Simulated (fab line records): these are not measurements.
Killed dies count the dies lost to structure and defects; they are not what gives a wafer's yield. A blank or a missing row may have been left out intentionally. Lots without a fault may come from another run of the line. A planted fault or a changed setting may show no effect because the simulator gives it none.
2 desks looking at one fault + flow berkeleyCmos170 + what lay behind the numbers comes last; until then each desk has only its own

== AT THE TOOL OWNER'S DESK: pvdSputter-03 ==
The tool's own readings at UCB170_SILICIDE_SPUTTER_01 (material Ti, target thk 30 nm, time 25 s): means of the sampled wafers that have a number, for each lot that ran on this tool. Marked OUT: a lot whose mean sits more than 4 standard deviations from the usual mean, which makes it out of limits; the brackets give that distance.
Columns: A = chamberPressurePa at UCB170_SILICIDE_SPUTTER_01, usual 0.5000 Pa; B = throttleValvePct at UCB170_SILICIDE_SPUTTER_01, usual 30.1 %
| lot  | first seen here | A      | B    |
|------|-----------------|--------|------|
| L943 | day 8 01:34     | 0.5002 | 30.2 |
| L948 | day 9 05:53     | 0.4995 | 29.8 |
| L950 | day 9 14:28     | 0.4998 | 28.7 |
| L953 | day 10 11:45    | 0.5002 | 29.1 |
Finding of this desk: none of the 4 lots has anything out of limits.

== THE METROLOGY DESK ==
Lot by lot, what the gauges showed, no matter which tool ran the lot: averages of those sampled wafers that carry a number. Marked OUT: a lot whose mean sits more than 4 standard deviations from the usual mean, which makes it out of limits; the brackets give that distance.
Columns: A = SILICIDE_TI_RS at UCB170_SILICIDE_RS_MEAS_02, usual 25.3 ohm/sq; B = SILICIDE_TI_THK at UCB170_SILICIDE_THK_MEAS_03, usual 31.2 nm
| lot  | first seen here | A              | B              |
|------|-----------------|----------------|----------------|
| L943 | day 8 01:35     | 25.0           | 31.8           |
| L944 | day 8 14:29     | 25.4           | 31.2           |
| L945 | day 8 15:00     | 24.9           | 31.9           |
| L947 | day 9 05:14     | 25.8           | 30.7           |
| L948 | day 9 05:55     | 25.0           | 31.7           |
| L949 | day 9 14:17     | 25.9           | 30.6           |
| L950 | day 9 14:31     | 25.6           | 30.9           |
| L953 | day 10 11:47    | 32.5 (+22) OUT | 27.1 (-10) OUT |
| L960 | day 11 22:44    | 25.3           | 31.1           |
| L962 | day 11 23:08    | 25.6           | 30.9           |
| L965 | day 12 06:52    | 25.1           | 31.4           |
| L964 | day 12 07:02    | 25.3           | 31.2           |
| L966 | day 13 02:48    | 25.0           | 31.6           |
This desk's finding: out of limits on L953; first on L953, day 10 11:47 (SILICIDE_TI_RS at UCB170_SILICIDE_RS_MEAS_02). L943, L944, L945, L947, L948, L949, L950, L960, L962, L965, L964, L966 stayed within limits.

== ALL TOGETHER ==
At day 10 11:47 the metrology desk could have sounded an alarm, on L953.
The tool owner's desk saw nothing out of limits.
The tool owner's desk has L953 on record, within its limits.
On pvdSputter-03, each named lot ran UCB170_SILICIDE_SPUTTER_01.

== WHAT THE SIMULATOR PUT IN ==
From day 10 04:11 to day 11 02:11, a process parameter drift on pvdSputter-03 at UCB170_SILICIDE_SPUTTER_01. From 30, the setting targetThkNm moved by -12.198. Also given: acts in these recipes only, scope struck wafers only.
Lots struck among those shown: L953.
Delay in hours, fault start to first out-of-limits reading, per desk: metrology desk 8.
